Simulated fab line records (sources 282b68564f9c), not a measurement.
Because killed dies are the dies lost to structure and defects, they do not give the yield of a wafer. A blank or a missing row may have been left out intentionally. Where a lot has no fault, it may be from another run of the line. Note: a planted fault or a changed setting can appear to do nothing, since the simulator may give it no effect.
Struck lot and sound lot, side by side / flow rit cmos / 33 steps out of a route of 202
Sound: wafers L299.2, L299.4, L299.5. Wafers L298.3, L298.4, L298.6 were the ones struck. The cause is given at the end.
Each step with rows lists, per side, the tool, then ch with its chambers, then its first start. Under that, the readings that differ: sound wafers / struck wafers / difference of the means / sigmas: that difference in standard deviations of wafers without a fault.
alike: readings with means less than 2 such deviations apart, plus words and numbers identical on both sides. not compared: withheld readings, readings lacking a value on some wafer, bounds such as >300 that could conceal the same value, and numbers that have no deviation in the record and whose values overlap.
The two part at a step that has a row with sigmas, a row that says differs or no value, or rows on one side only. Non-overlapping numbers with no deviation appear without sigmas and do not part them. A reading that every wafer of one side lacks parts them only if that side has two wafers or more.

RIT_NRETRO_TW_MEAS_10:
  struck on film metro-03, day 3 22:53; sound on film metro-04, day 4 06:55
  alike: NRETRO_TW
then, 6 steps without rows for these wafers: RIT_PRETRO_HMDS_00 (prime time 60 s); RIT_PRETRO_COAT_01 (resist thk 1300 nm); RIT_PRETRO_SOFTBAKE_02 (time 60 s); RIT_PRETRO_EXPOSE_03 (exposes mask M5, target cd 43700 nm); RIT_PRETRO_PEB_04; RIT_PRETRO_DEVELOP_05 (develop time 68 s).
RIT_PRETRO_OVL_MEAS_06:
  struck on overlay-02, day 3 23:50; sound on overlay-02, day 4 07:58
reading=PRETRO_OVL (nm); sound=1.1 2.4 2.6; struck=-0.4 -2.3 -2.5; difference=-3.8; sigmas=-3
then, 2 steps without rows for these wafers: RIT_PRETRO_HARDBAKE_07 (time 120 s); RIT_PRETRO_IMPLANT_08.
RIT_PRETRO_STRIP_09: strips in O2, time 180 s.
  sound on plasma asher-02 ch 0,1, day 4 08:24; struck on plasma asher-02 ch 0,1, day 4 00:19
  alike: drypump motor current A
  not compared: rf hours counter h
RIT_PRETRO_TW_MEAS_10:
  struck on film metro-01, day 4 00:27; sound on film metro-01, day 4 08:35
  alike: PRETRO_TW
RIT_GATE_WET_ETCH_00: etches SiO2 in BOE, target depth 56 nm, time 60 s.
  sound on wet bench-02 ch 0, day 4 08:38; struck on wet bench-02 ch 0, day 4 00:29
  no value came back on the struck wafers for bath heat duty pct (%), run length s (s); on the sound wafers bath heat duty pct (%) reads 2.5 1.4 1.7
reading=model.SiO2_of_FOX2_OXIDATION_00.thk nm (nm); sound=261.8 264.8 265.1; struck=318.4 318.9 319.3; difference=+55.0; sigmas=
reading=model.SiO2_of_ACTIVE_OXIDATION_01.thk nm (nm); sound=0 0 0; struck=38.37 38.5 38.54; difference=+38.47; sigmas=
then, 4 steps without rows for these wafers: RIT_GATE_CLEAN_01 (cleans in SC1, time 600 s); RIT_GATE_CLEAN_02 (cleans in dHF, time 30 s); RIT_GATE_CLEAN_03 (cleans in SC2, time 600 s); RIT_GATE_CLEAN_04 (cleans in dHF, time 60 s).
RIT_FOX2_THK_MEAS_91:
  struck on film metro-03, day 4 00:55; sound on film metro-01, day 4 09:04
reading=FIELD_OXIDE_LEFT_2_THK (nm); sound=249 253 253; struck=306 307 307; difference=+55; sigmas=+9
then, 9 steps without rows for these wafers: RIT_GATE_OXIDATION_05 (target thk 3 nm, ox time 270 s); RIT_GATE_ANNEAL_06 (time 600 s); RIT_GATE_CVD_08 (deposits poly-Si from SiH4, target thk 250 nm, time 2220 s); RIT_GATE_HMDS_10 (prime time 60 s); RIT_GATE_COAT_11 (resist thk 850 nm); RIT_GATE_SOFTBAKE_12 (time 60 s); RIT_GATE_EXPOSE_13 (exposes mask M6, target cd 150 nm); RIT_GATE_PEB_14; RIT_GATE_DEVELOP_15 (develop time 50 s).
RIT_GATE_CD_MEAS_16: target cd 150 nm.
  struck on cd sem-02, day 4 10:42; sound on cd sem-01, day 4 13:54
  alike: cd nm
RIT_GATE_OVL_MEAS_17:
  struck on overlay-01, day 4 10:47; sound on overlay-02, day 4 14:01
  alike: GATE_OVL
then, 1 step without rows for these wafers: RIT_GATE_HARDBAKE_18 (time 60 s).
RIT_GATE_ETCH_19: etches poly-Si in SF6/CHF3/O2, stops on SiO2, time 165 s, target depth 312.5 nm.
  sound on rie si-01 ch 2,3, day 4 14:11; struck on rie si-01 ch 1,2, day 4 10:58
reading=model.SiO2_of_FOX2_OXIDATION_00.thk nm (nm); sound=238.3 241.3 241.7; struck=295 295.3 295.6; difference=+55; sigmas=
  alike: CHF3_flow_sccm, O2_flow_sccm, drypump motor current A, oes product au, throttle valve pct
  not compared: rf hours counter h
RIT_GATE_STRIP_20: strips in O2, time 180 s.
  sound on plasma asher-04 ch 0,1, day 4 14:18; struck on plasma asher-04 ch 0,1, day 4 11:08
  alike: drypump motor current A
  not compared: rf hours counter h
RIT_M1_PROBE_99:
  struck on prober-01, day 5 07:02; sound on prober-01, day 5 13:14
reading=killed at front end; sound=5 5 4; struck=264 264 264; difference=+259; sigmas=+93
reading=killed dies; sound=5 5 4; struck=264 264 264; difference=+259; sigmas=+93
reading=killed on rim; sound=2 2 1; struck=70 70 70; difference=+68; sigmas=+49
  alike: killed open, killed short

## WHERE THEY PART
At RIT_PRETRO_OVL_MEAS_06 first; at RIT_M1_PROBE_99 last (within this record only).

WHY: the cause the simulator had injected
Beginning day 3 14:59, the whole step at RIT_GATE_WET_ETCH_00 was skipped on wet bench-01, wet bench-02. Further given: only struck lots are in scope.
